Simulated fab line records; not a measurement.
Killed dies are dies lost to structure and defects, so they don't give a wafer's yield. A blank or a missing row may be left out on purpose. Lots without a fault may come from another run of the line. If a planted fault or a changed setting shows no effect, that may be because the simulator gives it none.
Code-filled problem report in 8D (eight disciplines) form	flow berkeley-cmos170	the parts of the form that need people (team, actions taken, sign-off) are left out

== 1. THE ISSUE ==
M1_AL_RS at UCB170_M1_RS_MEAS_01 reads a mean of 0.0660 ohm/sq on 2 wafers of 1 lot; wafers without a fault read 0.0484 ohm/sq with a standard deviation of 0.00051. Measured from the usual mean, that is +35 standard deviations.
The step: measures by four-point-probe.
Earliest sighting: wafer L824.1 on film-metro-04 at day 11 00:40. At this step, 39 wafers from 13 lots have a number in the record. The rule behind "out" and "out of limits": a value lying over 4 standard deviations away from the usual mean. The rest of the wafers with a number are treated as sound.

== 2. WHAT IT IS AND WHAT IT IS NOT ==
question	is	is not
which readings at this step	M1_AL_RS	-
which lots	L824	L812, L813, L814, L815, L818, L820, L826, L827, L828, L829, L831, L833
which wafers of those lots	L824.1, L824.5	L824.6
read on which gauges	film-metro-04	film-metro-01, film-metro-02
when	from day 11 00:40	up to then (19 sound wafers); but 18 sound wafers of L826, L827, L828, L829, L831, L833 came after

== 3. THE SUSPECTS, EACH WITH WHAT RULES IT OUT ==
Counting: a tool at a process step up to the reading stays a suspect if it ran every lot that is out. Sound lots after the first of them don't rule it out here, since some wafers of a struck lot are sound.
- the gauge at UCB170_M1_RS_MEAS_01: ruled out. All the wafers that are out were read on film-metro-04, but those of them that UCB170_M1_METAL_ETCH_12 has rows for are out there too, on other tools.
- rtp-anneal-01 at UCB170_SILICIDE_RTA_04 (time 15 s): kept. The lot that is out, L824, ran on it at day 10 18:04; the last sound lot it ran before that was L820, at day 10 08:58.
- pvd-sputter-01 at UCB170_M1_SPUTTER_00 (material Al, target thk 600 nm, time 80 s): kept. The lot that is out, L824, ran on it at day 11 00:35; the last sound lot it ran before that was L818, at day 10 02:59.
The count leaves pvd-sputter-01 at UCB170_M1_SPUTTER_00 and rtp-anneal-01 at UCB170_SILICIDE_RTA_04.

== 4. THE CAUSE (what the simulator had put in) ==
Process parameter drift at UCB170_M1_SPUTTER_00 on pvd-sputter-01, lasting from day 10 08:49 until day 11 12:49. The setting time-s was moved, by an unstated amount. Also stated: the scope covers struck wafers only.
This tool is one of the 2 suspects left after counting.

== 5. THE CHAIN OF EFFECTS, in route order ==
Each row: a reading where the mean over the struck wafers with a number is more than 3 standard deviations away from the usual. Only readings whose record carries a usual standard deviation are examined. hours: median over the lots of the time between each lot's start at the first step of this table that gives one and its start at this step. sigmas: the change, counted in usual standard deviations.
hours	step	reading	usual	on struck wafers	change	sigmas
0	UCB170_M1_RS_MEAS_01	M1_AL_RS	0.0484 ohm/sq	0.0660	+0.0176	+35
0	UCB170_M1_THK_MEAS_02	M1_AL_THK	582 nm	427	-155	-25
1	UCB170_M1_METAL_ETCH_12	oes-product-au	0.853 a.u.	0.716	-0.137	-11
It contains these process steps:
- UCB170_M1_METAL_ETCH_12: etches Al in Cl2/BCl3, stops on PSG, target depth 780 nm, time 130 s.

== 6. HOW IT WOULD HAVE BEEN CAUGHT EARLIER ==
In this record the first reading out of limits at a measuring or inspecting step was taken at day 11 00:40, 16 hours after the fault began at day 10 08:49.
Of the tool readings at UCB170_M1_SPUTTER_00 for which the record gives a usual standard deviation, none was out on any struck wafer, so an alarm limit of 4 standard deviations on them would not have fired.
The start of UCB170_M1_SPUTTER_00 on pvd-sputter-01 came by day 11 00:40 for every one of the lots that are out (1). Tool hold at that time: it would have spared none of them.
